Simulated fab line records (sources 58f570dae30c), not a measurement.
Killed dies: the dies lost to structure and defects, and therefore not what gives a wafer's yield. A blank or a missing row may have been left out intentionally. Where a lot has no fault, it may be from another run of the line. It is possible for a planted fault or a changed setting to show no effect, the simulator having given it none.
A lot that was struck, set against a sound lot -- flow berkeleyCmos170 -- 26 out of 331 route steps
Sound: wafers L435.2, L435.3, L435.6. Wafers struck: L437.1, L437.3, L437.4. The cause comes at the end.
For every step that has rows: the tool of each side, followed by ch and its chambers, followed by its first start. Under that, the readings that differ: sound wafers -- struck wafers -- difference of the means -- sigmas: that difference in standard deviations of wafers without a fault.
alike: readings with means less than 2 such deviations apart, plus words and numbers identical on both sides. not compared: withheld readings, readings lacking a value on some wafer, bounds such as >300 that could conceal the same value, and numbers that have no deviation in the record and whose values overlap.
The two part at a step that has a row with sigmas, a row that says differs or no value, or rows on one side only. Non-overlapping numbers with no deviation appear without sigmas and do not part them. Lack of a reading on every wafer of one side parts them only where that side has two or more wafers.

first, 5 steps without rows for these wafers: UCB170_CONTACT_COAT_10 (resist thk 900 nm); UCB170_CONTACT_SOFTBAKE_11 (time 60 s); UCB170_CONTACT_EXPOSE_12 (exposes mask CONT, target cd 700 nm); UCB170_CONTACT_PEB_13; UCB170_CONTACT_DEVELOP_14 (develop time 45 s).
UCB170_CONTACT_CD_MEAS_15: the cd target is 700 nm.
  sound on cdSem-02, day 8 21:43; struck on cdSem-02, day 9 16:38
  alike: cdNm
UCB170_CONTACT_OVL_MEAS_16:
  sound on overlay-01, day 8 21:49; struck on overlay-01, day 9 16:46
  alike: CONTACT_OVL
UCB170_CONTACT_ETCH_17: etches BARC in N2/H2.
  sound on rieDiel-04 ch 0,1,2, day 8 21:51; struck on rieDiel-01 ch 0,3, day 9 16:48
  alike: drypumpMotorCurrentA, oesProductAu, throttleValvePct
UCB170_CONTACT_ETCH_18: etches PSG in CHF3/CF4/Ar, stops on TiSi2, target depth 840 nm, time 195 s.
  sound: rieDiel-04 ch 0,1,2; struck: rieDiel-01 ch 0,3
  alike: CHF3_flow_sccm, drypumpMotorCurrentA, mfcArSccm, oesProductAu, throttleValvePct
  not compared: rfHoursCounterH
UCB170_CONTACT_STRIP_19: strips in O2.
  sound on plasmaAsher-03 ch 0, day 8 22:01; struck on plasmaAsher-01 ch 0,1, day 9 16:58
  alike: drypumpMotorCurrentA, o2FlowSccm, oesProductAu
  not compared: rfHoursCounterH
UCB170_CONTACT_CD_MEAS_90: the cd target is 700 nm.
  sound on cdSem-02, day 8 22:10; struck on cdSem-02, day 9 17:05
  alike: cdNm
then, 1 step without rows for these wafers: UCB170_CONTACT_CLEAN_20 (cleans in SPM, time 600 s).
UCB170_M1_SPUTTER_00: material Al, target thk 600 nm, time 80 s.
  sound on pvdSputter-04, day 8 22:28; struck on pvdSputter-04, day 9 17:37
  alike: chamberPressurePa, throttleValvePct
UCB170_M1_RS_MEAS_01: measures by four-point-probe.
  sound on filmMetro-02, day 8 22:32; struck on filmMetro-02, day 9 17:41
reading,sound,struck,difference,sigmas
M1_AL_RS (ohm/sq),0.0489 0.0489 0.0495,0.0240 0.0242 0.0242,-0.0250,-50
UCB170_M1_THK_MEAS_02: measures by xrf.
  sound on filmMetro-02, day 8 22:39; struck on filmMetro-02, day 9 17:48
reading,sound,struck,difference,sigmas
M1_AL_THK (nm),602 598 593,1205 1192 1191,+598,+83
then, 6 steps without rows for these wafers: UCB170_M1_COAT_03; UCB170_M1_COAT_04 (resist thk 900 nm); UCB170_M1_SOFTBAKE_05 (time 60 s); UCB170_M1_EXPOSE_06 (exposes mask METAL1, target cd 700 nm); UCB170_M1_PEB_07; UCB170_M1_DEVELOP_08 (develop time 45 s).
UCB170_M1_CD_MEAS_09: the cd target is 700 nm.
  sound on cdSem-01, day 9 00:35; struck on cdSem-02, day 9 19:49
  alike: cdNm
UCB170_M1_OVL_MEAS_10:
  sound on overlay-02, day 9 00:43; struck on overlay-01, day 9 19:56
  alike: M1_OVL
UCB170_M1_ETCH_11: etches BARC in N2/H2.
  sound on rieDiel-01 ch 0,2,3, day 9 00:44; struck on rieDiel-04 ch 0,1,3, day 9 19:58
  alike: drypumpMotorCurrentA, oesProductAu, throttleValvePct
UCB170_M1_METAL_ETCH_12: etches Al in Cl2/BCl3, stops on PSG, target depth 780 nm, time 130 s.
  sound on rieMetal-04 ch 1, day 9 00:50; struck on rieMetal-02 ch 0,1, day 9 20:01
reading,sound,struck,difference,sigmas
oesProductAu (a.u.),0.866 0.854 0.849,1.024 1.029 1.033,+0.172,+12
model.etch.depthNm (nm),599.2 596.6 590.6,819.3 817.8 797.9,+216.2,
model.M1.featureDepthNm (nm),637.3 634.8 628.8,819.3 817.8 797.9,+178.0,
  alike: drypumpMotorCurrentA, throttleValvePct
  not compared: rfHoursCounterH
UCB170_M1_STRIP_13: strips in O2.
  sound on plasmaAsher-02 ch 0,1, day 9 01:08; struck on plasmaAsher-02 ch 0,1, day 9 20:09
  alike: drypumpMotorCurrentA, o2FlowSccm, oesProductAu
  not compared: rfHoursCounterH

## WHERE THEY PART
Last at UCB170_M1_METAL_ETCH_12 as far as this record goes, first at UCB170_M1_RS_MEAS_01. Later steps at which nothing parts them and some readings are alike: UCB170_M1_STRIP_13.

WHY: whatever the simulator had introduced
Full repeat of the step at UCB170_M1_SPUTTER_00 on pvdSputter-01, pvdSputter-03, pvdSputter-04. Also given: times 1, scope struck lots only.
